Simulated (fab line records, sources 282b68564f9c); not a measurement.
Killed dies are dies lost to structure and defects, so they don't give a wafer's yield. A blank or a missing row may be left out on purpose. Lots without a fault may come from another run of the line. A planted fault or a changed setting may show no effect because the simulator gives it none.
Chamber matching | flow rit_cmos | RIT_GATE_ETCH_19 on rie_si-01: 4 sister chambers
The step etches poly-Si in SF6/CHF3/O2, stops on SiO2, time 165 s, target depth 312.5 nm. 8 wafers are shown with their chamber, then 7 later ones without.

WAFERS WITH THEIR CHAMBER
wafer  | chamber | drypump_motor_current_A (A) | throttle_valve_pct (%)
L593.4 | 2       | 5.74                        | 10.31
L599.3 | 1       | 5.60                        | 10.31
L599.5 | 3       | 5.27                        | 10.13
L601.2 | 0       | 5.88                        | 10.26
L601.4 | 2       | 5.75                        | 10.30
L601.6 | 0       | 5.87                        | 10.26
L605.1 | 1       | 5.59                        | 10.31
L605.2 | 3       | 5.28                        | 10.14

WAFERS WITHOUT THEIR CHAMBER
wafer  | drypump_motor_current_A (A) | throttle_valve_pct (%)
L605.3 | 5.89                        | 10.24
L616.1 | 5.26                        | 10.13
L616.3 | 5.59                        | 10.28
L616.4 | 5.77                        | 10.31
L615.1 | 5.77                        | 10.33
L615.2 | 5.58                        | 10.30
L615.3 | 5.30                        | 10.13

WHICH CHAMBER EACH WENT THROUGH
wafer  | from the rows above | in truth
L605.3 | 0                   | 0
L616.1 | 3                   | 3
L616.3 | 1                   | 1
L616.4 | 2                   | 2
L615.1 | 2                   | 2
L615.2 | 1                   | 1
L615.3 | 3                   | 3
Placed correctly: 7 of 7. Can't be placed from these rows: 0. Placed wrongly: 0.
How it was worked out, from the rows above alone: a wafer's distance from a chamber is the root of the sum, over the readings, of the square of ((its reading less the chamber's mean) divided by the reading's scatter). The wafer belongs to the nearest chamber; if the next one is less than 2 further off, it can't be placed. A chamber's mean is the mean of its shown wafers. The scatter: the root of (the sum of the squares of (reading less its chamber's mean) over the shown wafers, divided by (wafers less chambers)).
